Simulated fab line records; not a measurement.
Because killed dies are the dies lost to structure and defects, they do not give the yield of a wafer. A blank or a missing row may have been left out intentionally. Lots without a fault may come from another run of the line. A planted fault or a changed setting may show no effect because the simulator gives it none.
Which tool was responsible? || flow rit-cmos || 14 lots with 42 wafers sampled at 2 steps, on a route of 202 steps

== WHAT EACH GAUGE READ, for each wafer ==
The record holds no reading of a measuring or inspecting step that can be judged against a usual standard deviation.

== TOOL THAT RAN EACH LOT (tool first, then ch and the chambers of the sampled wafers, then the start) ==
{"lot": "L934", "RIT_M1_METAL_ETCH_12": "rie-metal-01 ch 0,1, day 3 14:53", "RIT_M1_PROBE_99": "prober-01, day 3 17:10"}
{"lot": "L935", "RIT_M1_METAL_ETCH_12": "rie-metal-03 ch 0,1, day 3 20:12", "RIT_M1_PROBE_99": "prober-01, day 3 22:31"}
{"lot": "L938", "RIT_M1_METAL_ETCH_12": "rie-metal-03 ch 0,1, day 4 14:16", "RIT_M1_PROBE_99": "prober-02, day 4 16:34"}
{"lot": "L939", "RIT_M1_METAL_ETCH_12": "rie-metal-01 ch 0,1, day 4 14:44", "RIT_M1_PROBE_99": "prober-01, day 4 18:07"}
{"lot": "L940", "RIT_M1_METAL_ETCH_12": "rie-metal-02 ch 0,1, day 4 17:53", "RIT_M1_PROBE_99": "prober-02, day 4 20:11"}
{"lot": "L941", "RIT_M1_METAL_ETCH_12": "rie-metal-03 ch 0,1, day 5 04:41", "RIT_M1_PROBE_99": "prober-01, day 5 06:58"}
{"lot": "L942", "RIT_M1_METAL_ETCH_12": "rie-metal-01 ch 0,1, day 5 06:40", "RIT_M1_PROBE_99": "prober-02, day 5 08:55"}
{"lot": "L944", "RIT_M1_METAL_ETCH_12": "rie-metal-03 ch 0,1, day 5 15:17", "RIT_M1_PROBE_99": "prober-02, day 5 17:43"}
{"lot": "L945", "RIT_M1_METAL_ETCH_12": "rie-metal-01 ch 0,1, day 6 01:05", "RIT_M1_PROBE_99": "prober-01, day 6 03:25"}
{"lot": "L949", "RIT_M1_METAL_ETCH_12": "rie-metal-01 ch 0,1, day 7 06:37", "RIT_M1_PROBE_99": "prober-01, day 7 08:58"}
{"lot": "L950", "RIT_M1_METAL_ETCH_12": "rie-metal-01 ch 0,1, day 7 08:38", "RIT_M1_PROBE_99": "prober-02, day 7 10:56"}
{"lot": "L951", "RIT_M1_METAL_ETCH_12": "rie-metal-01 ch 0,1, day 7 13:11", "RIT_M1_PROBE_99": "prober-01, day 7 15:26"}
{"lot": "L952", "RIT_M1_METAL_ETCH_12": "rie-metal-03 ch 0,1, day 7 18:53", "RIT_M1_PROBE_99": "prober-02, day 7 21:08"}
{"lot": "L953", "RIT_M1_METAL_ETCH_12": "rie-metal-01 ch 0,1, day 8 01:43", "RIT_M1_PROBE_99": "prober-01, day 8 03:58"}
- RIT_M1_METAL_ETCH_12: etches Al in Cl2/BCl3, stops on SiO2, time 165 s, target depth 600 nm.
- RIT_M1_PROBE_99

== WHAT THE TOOLS THEMSELVES READ (means of the sampled wafers that have a number; where no wafer has one, the mark that the record gives instead) ==
RIT_M1_METAL_ETCH_12.
{"lot": "L934", "tool": "rie-metal-01", "chamber-pressure-mTorr (mTorr)": 100.11, "drypump-motor-current-A (A)": 5.1, "oes-product-au (a.u.)": 0.772, "run-length-s (s)": 193.7, "throttle-valve-pct (%)": 8.38}
{"lot": "L935", "tool": "rie-metal-03", "chamber-pressure-mTorr (mTorr)": 100.00, "drypump-motor-current-A (A)": 5.8, "oes-product-au (a.u.)": 0.775, "run-length-s (s)": 193.4, "throttle-valve-pct (%)": 8.25}
{"lot": "L938", "tool": "rie-metal-03", "chamber-pressure-mTorr (mTorr)": 100.00, "drypump-motor-current-A (A)": 5.8, "oes-product-au (a.u.)": 0.779, "run-length-s (s)": 193.1, "throttle-valve-pct (%)": 8.26}
{"lot": "L939", "tool": "rie-metal-01", "chamber-pressure-mTorr (mTorr)": 99.95, "drypump-motor-current-A (A)": 4.9, "oes-product-au (a.u.)": 0.771, "run-length-s (s)": 193.8, "throttle-valve-pct (%)": 8.45}
{"lot": "L940", "tool": "rie-metal-02", "chamber-pressure-mTorr (mTorr)": 100.01, "drypump-motor-current-A (A)": 6.3, "oes-product-au (a.u.)": 0.759, "run-length-s (s)": 196.3, "throttle-valve-pct (%)": 8.20}
{"lot": "L941", "tool": "rie-metal-03", "chamber-pressure-mTorr (mTorr)": 99.97, "drypump-motor-current-A (A)": 5.8, "oes-product-au (a.u.)": 0.779, "run-length-s (s)": 193.4, "throttle-valve-pct (%)": 8.26}
{"lot": "L942", "tool": "rie-metal-01", "chamber-pressure-mTorr (mTorr)": 99.96, "drypump-motor-current-A (A)": 5.0, "oes-product-au (a.u.)": 0.765, "run-length-s (s)": 193.7, "throttle-valve-pct (%)": 8.37}
{"lot": "L944", "tool": "rie-metal-03", "chamber-pressure-mTorr (mTorr)": 99.98, "drypump-motor-current-A (A)": 5.8, "oes-product-au (a.u.)": 0.766, "run-length-s (s)": 193.4, "throttle-valve-pct (%)": 8.26}
{"lot": "L945", "tool": "rie-metal-01", "chamber-pressure-mTorr (mTorr)": 100.06, "drypump-motor-current-A (A)": 4.9, "oes-product-au (a.u.)": 0.769, "run-length-s (s)": 193.8, "throttle-valve-pct (%)": 8.44}
{"lot": "L949", "tool": "rie-metal-01", "chamber-pressure-mTorr (mTorr)": 99.98, "drypump-motor-current-A (A)": 4.9, "oes-product-au (a.u.)": 0.776, "run-length-s (s)": 193.7, "throttle-valve-pct (%)": 8.44}
{"lot": "L950", "tool": "rie-metal-01", "chamber-pressure-mTorr (mTorr)": 100.04, "drypump-motor-current-A (A)": 5.1, "oes-product-au (a.u.)": 0.760, "run-length-s (s)": 193.6, "throttle-valve-pct (%)": 8.38}
{"lot": "L951", "tool": "rie-metal-01", "chamber-pressure-mTorr (mTorr)": 99.98, "drypump-motor-current-A (A)": 5.0, "oes-product-au (a.u.)": 0.735, "run-length-s (s)": 208.8, "throttle-valve-pct (%)": 8.45}
{"lot": "L952", "tool": "rie-metal-03", "chamber-pressure-mTorr (mTorr)": 99.96, "drypump-motor-current-A (A)": 5.7, "oes-product-au (a.u.)": 0.786, "run-length-s (s)": 193.6, "throttle-valve-pct (%)": 8.19}
{"lot": "L953", "tool": "rie-metal-01", "chamber-pressure-mTorr (mTorr)": 99.94, "drypump-motor-current-A (A)": 4.9, "oes-product-au (a.u.)": 0.736, "run-length-s (s)": 209.0, "throttle-valve-pct (%)": 8.44}

RIT_M1_PROBE_99.
{"lot": "L934", "tool": "prober-01", "defect-limited-yield (%)": 98.0, "killed-at-contacts": 0.0, "killed-at-front-end": 5.3, "killed-dies": 5.3, "killed-open": 2.7, "killed-short": 2.7, "sort_bin_3_pad_short (%)": 0.1, "sort_bin_5_function (%)": 1.4, "sort_bin_6_memory (%)": 0.5, "sort-n-pass": 258.7, "sort-yield-pct (%)": 98.0}
{"lot": "L935", "tool": "prober-01", "defect-limited-yield (%)": 98.7, "killed-at-contacts": 0.0, "killed-at-front-end": 3.3, "killed-dies": 3.3, "killed-open": 2.0, "killed-short": 1.3, "sort_bin_3_pad_short (%)": 0.0, "sort_bin_5_function (%)": 0.3, "sort_bin_6_memory (%)": 1.0, "sort-n-pass": 260.7, "sort-yield-pct (%)": 98.7}
{"lot": "L938", "tool": "prober-02", "defect-limited-yield (%)": 98.0, "killed-at-contacts": 0.0, "killed-at-front-end": 5.3, "killed-dies": 5.3, "killed-open": 2.0, "killed-short": 3.3, "sort_bin_3_pad_short (%)": 0.0, "sort_bin_5_function (%)": 1.5, "sort_bin_6_memory (%)": 0.5, "sort-n-pass": 258.7, "sort-yield-pct (%)": 98.0}
{"lot": "L939", "tool": "prober-01", "defect-limited-yield (%)": 97.2, "killed-at-contacts": 0.0, "killed-at-front-end": 7.3, "killed-dies": 7.3, "killed-open": 3.0, "killed-short": 4.3, "sort_bin_3_pad_short (%)": 0.1, "sort_bin_5_function (%)": 1.3, "sort_bin_6_memory (%)": 1.4, "sort-n-pass": 256.7, "sort-yield-pct (%)": 97.2}
{"lot": "L940", "tool": "prober-02", "defect-limited-yield (%)": 97.9, "killed-at-contacts": 0.0, "killed-at-front-end": 5.7, "killed-dies": 5.7, "killed-open": 2.7, "killed-short": 3.0, "sort_bin_3_pad_short (%)": 0.0, "sort_bin_5_function (%)": 1.4, "sort_bin_6_memory (%)": 0.8, "sort-n-pass": 258.3, "sort-yield-pct (%)": 97.9}
{"lot": "L941", "tool": "prober-01", "defect-limited-yield (%)": 98.7, "killed-at-contacts": 0.0, "killed-at-front-end": 3.3, "killed-dies": 3.3, "killed-open": 1.0, "killed-short": 2.3, "sort_bin_3_pad_short (%)": 0.1, "sort_bin_5_function (%)": 1.0, "sort_bin_6_memory (%)": 0.1, "sort-n-pass": 260.7, "sort-yield-pct (%)": 98.7}
{"lot": "L942", "tool": "prober-02", "defect-limited-yield (%)": 97.5, "killed-at-contacts": 0.0, "killed-at-front-end": 6.7, "killed-dies": 6.7, "killed-open": 3.7, "killed-short": 3.0, "sort_bin_3_pad_short (%)": 0.0, "sort_bin_5_function (%)": 1.5, "sort_bin_6_memory (%)": 1.0, "sort-n-pass": 257.3, "sort-yield-pct (%)": 97.5}
{"lot": "L944", "tool": "prober-02", "defect-limited-yield (%)": 97.6, "killed-at-contacts": 0.0, "killed-at-front-end": 6.3, "killed-dies": 6.3, "killed-open": 2.3, "killed-short": 4.0, "sort_bin_3_pad_short (%)": 0.1, "sort_bin_5_function (%)": 1.2, "sort_bin_6_memory (%)": 1.2, "sort-n-pass": 257.7, "sort-yield-pct (%)": 97.6}
{"lot": "L945", "tool": "prober-01", "defect-limited-yield (%)": 96.6, "killed-at-contacts": 0.0, "killed-at-front-end": 9.0, "killed-dies": 9.0, "killed-open": 4.3, "killed-short": 4.7, "sort_bin_3_pad_short (%)": 0.0, "sort_bin_5_function (%)": 1.8, "sort_bin_6_memory (%)": 1.6, "sort-n-pass": 255.0, "sort-yield-pct (%)": 96.6}
{"lot": "L949", "tool": "prober-01", "defect-limited-yield (%)": 96.5, "killed-at-contacts": 0.0, "killed-at-front-end": 9.3, "killed-dies": 9.3, "killed-open": 3.7, "killed-short": 5.7, "sort_bin_3_pad_short (%)": 0.4, "sort_bin_5_function (%)": 1.8, "sort_bin_6_memory (%)": 1.4, "sort-n-pass": 254.7, "sort-yield-pct (%)": 96.5}
{"lot": "L950", "tool": "prober-02", "defect-limited-yield (%)": 98.0, "killed-at-contacts": 0.0, "killed-at-front-end": 5.3, "killed-dies": 5.3, "killed-open": 2.7, "killed-short": 2.7, "sort_bin_3_pad_short (%)": 0.4, "sort_bin_5_function (%)": 1.0, "sort_bin_6_memory (%)": 0.7, "sort-n-pass": 258.7, "sort-yield-pct (%)": 98.0}
{"lot": "L951", "tool": "prober-01", "defect-limited-yield (%)": 97.5, "killed-at-contacts": 0.3, "killed-at-front-end": 6.3, "killed-dies": 6.7, "killed-open": 3.0, "killed-short": 3.7, "sort_bin_3_pad_short (%)": 0.3, "sort_bin_5_function (%)": 1.3, "sort_bin_6_memory (%)": 1.0, "sort-n-pass": 257.3, "sort-yield-pct (%)": 97.5}
{"lot": "L952", "tool": "prober-02", "defect-limited-yield (%)": 96.2, "killed-at-contacts": 0.0, "killed-at-front-end": 10.0, "killed-dies": 10.0, "killed-open": 4.0, "killed-short": 6.0, "sort_bin_3_pad_short (%)": 0.1, "sort_bin_5_function (%)": 1.8, "sort_bin_6_memory (%)": 1.9, "sort-n-pass": 254.0, "sort-yield-pct (%)": 96.2}
{"lot": "L953", "tool": "prober-01", "defect-limited-yield (%)": 97.6, "killed-at-contacts": 0.0, "killed-at-front-end": 6.3, "killed-dies": 6.3, "killed-open": 4.0, "killed-short": 2.3, "sort_bin_3_pad_short (%)": 0.0, "sort_bin_5_function (%)": 1.2, "sort_bin_6_memory (%)": 1.1, "sort-n-pass": 257.7, "sort-yield-pct (%)": 97.6}

== THE ANSWER, worked out from the rows above alone ==
Rule: usual is defined by the lots themselves. The widest of any qualifying gaps counts: lots, ordered by their means at a reading, are off when they make up no more than a third of the lots, leave a main group of 4 or more, and stand apart from it by 3 or more times the standard deviation of that group's means. If all means in a main group match to the digits the tables above print for the reading, that group is not used. Also off: a lot with no number at a reading for which 4 or more lots have one. Where the step has rows for the other lots, those lots are counted as sound. First the gauges in route order, then the tools' own readings, where a lot's mean is used as printed above. The first step at which some lot is off is used, and at that step the reading that is off furthest; a lot without a number counts as furthest.
Off, at RIT_M1_METAL_ETCH_12 on run-length-s: L951, L953. The main group: mean 193.8 s, standard deviation 0.78.
A tool fits if, at that step or a process step before it, it ran every lot that is off, and no sound lot after the first of them. One fits: RIT_M1_METAL_ETCH_12 on rie-metal-01. Its last sound lot is L950 (day 7 08:38), its first lot that is off L951 (day 7 13:11): a fault that began between those two fits.
On the lots that are off, the tool's own readings at RIT_M1_METAL_ETCH_12 differ by more than 5 times the standard deviation of the sound lots' means, which bears it out; run-length-s reads 208.9 s there versus 193.8 s on the sound lots.

== WHAT THE SIMULATOR HAD PUT IN ==
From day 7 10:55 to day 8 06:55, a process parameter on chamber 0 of rie-metal-01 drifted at RIT_M1_METAL_ETCH_12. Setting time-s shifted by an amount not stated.
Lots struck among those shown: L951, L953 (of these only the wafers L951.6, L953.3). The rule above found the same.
